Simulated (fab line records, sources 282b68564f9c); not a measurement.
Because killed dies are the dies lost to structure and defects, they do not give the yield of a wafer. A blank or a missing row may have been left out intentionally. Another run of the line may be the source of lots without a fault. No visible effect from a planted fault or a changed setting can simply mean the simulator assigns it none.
8D (eight disciplines) problem report, filled in by code :: flow ritCmos :: the parts of the form that need people (team, actions taken, sign-off) are left out

1. WHAT IS WRONG
Mean of tubeCenterTempC at RIT_M1_ANNEAL_15: 495 C across 9 wafers in 3 lots; on wafers with no fault it is 450 C (standard deviation 0.039). That is +99 or more standard deviations from the usual mean.
The step: time 1800 s.
The first sign was on wafer L346.1 at day 5 20:16, on furnace-02. At this step, 21 wafers from 7 lots have a number in the record. Rule for "out", or "out of limits": more than 4 standard deviations from the usual mean. Any other wafer with a number is counted as sound.

2. WHAT IT IS; WHAT IT IS NOT
question: which readings at this step
is: tubeCenterTempC, spikeTcCentreC, spikeTcLoadC, spikeTcSourceC, tube_center_temp_C_max, zonePowerCentrePct, zonePowerLoadPct, zonePowerSourcePct
is not: -

question: which lots
is: L346, L347, L348
is not: L337, L338, L339, L341

question: which wafers of those lots
is: all that have a number
is not: -

question: read on which tools
is: furnace-02
is not: -

question: when
is: from day 5 20:16
is not: up to then (12 sound wafers)

3. SUSPECTS, AND WHAT RULES EACH OUT
Counting: any tool at a process step up to the reading is kept as a suspect provided that every lot that is out went through it and no sound lot did after the first of them.
- furnace-02 at RIT_M1_ANNEAL_15 (time 1800 s): kept. It processed each lot that is out, first L346 at day 5 20:16, and no sound lot thereafter; up to then, the last sound lot it processed was L341 at day 5 00:48. Out on those wafers are its own readings of spikeTcCentreC, spikeTcLoadC, spikeTcSourceC, tubeCenterTempC, tube_center_temp_C_max, zonePowerCentrePct, zonePowerLoadPct, zonePowerSourcePct.
The count leaves furnace-02 at RIT_M1_ANNEAL_15.

4. THE CAUSE (what the simulator had put in)
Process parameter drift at RIT_M1_ANNEAL_15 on furnace-02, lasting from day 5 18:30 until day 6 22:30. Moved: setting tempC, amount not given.
After counting, this tool was the only one left.

5. SEQUENCE OF EFFECTS, ordered by route
Each row: a reading whose mean over the struck wafers that have a number lies more than 3 standard deviations from the usual. Only readings whose record carries a usual standard deviation are examined. hours: median over the lots of the time between each lot's start at the first step of this table that gives one and its start at this step. sigmas: the change, counted in usual standard deviations.
hours: 0
step: RIT_M1_ANNEAL_15
reading: spikeTcCentreC
usual: 453.4 C
on struck wafers: 498.6
change: +45.2
sigmas: +46

hours: 0
step: RIT_M1_ANNEAL_15
reading: spikeTcLoadC
usual: 469.3 C
on struck wafers: 515.5
change: +46.2
sigmas: +42

hours: 0
step: RIT_M1_ANNEAL_15
reading: spikeTcSourceC
usual: 469.7 C
on struck wafers: 515.2
change: +45.5
sigmas: +46

hours: 0
step: RIT_M1_ANNEAL_15
reading: tubeCenterTempC
usual: 450 C
on struck wafers: 495
change: +45
sigmas: +99 or more

hours: 0
step: RIT_M1_ANNEAL_15
reading: tube_center_temp_C_max
usual: 451.17
on struck wafers: 496.14
change: +44.97
sigmas: +99 or more

hours: 0
step: RIT_M1_ANNEAL_15
reading: zonePowerCentrePct
usual: 20.18 %
on struck wafers: 22.43
change: +2.25
sigmas: +11

hours: 0
step: RIT_M1_ANNEAL_15
reading: zonePowerLoadPct
usual: 6.76 %
on struck wafers: 7.85
change: +1.09
sigmas: +15

hours: 0
step: RIT_M1_ANNEAL_15
reading: zonePowerSourcePct
usual: 7.27 %
on struck wafers: 8.50
change: +1.23
sigmas: +16
Its process steps:
- RIT_M1_ANNEAL_15: time 1800 s.
At these later measuring or inspecting steps, every struck wafer for which the step has a row has a number for every such reading, and none has moved that far: RIT_M1_BOW_MEAS_16.

6. HOW IT WOULD HAVE BEEN CAUGHT EARLIER
In this record the first reading out of limits was taken at day 5 20:16, 2 hours after the fault began at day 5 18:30.
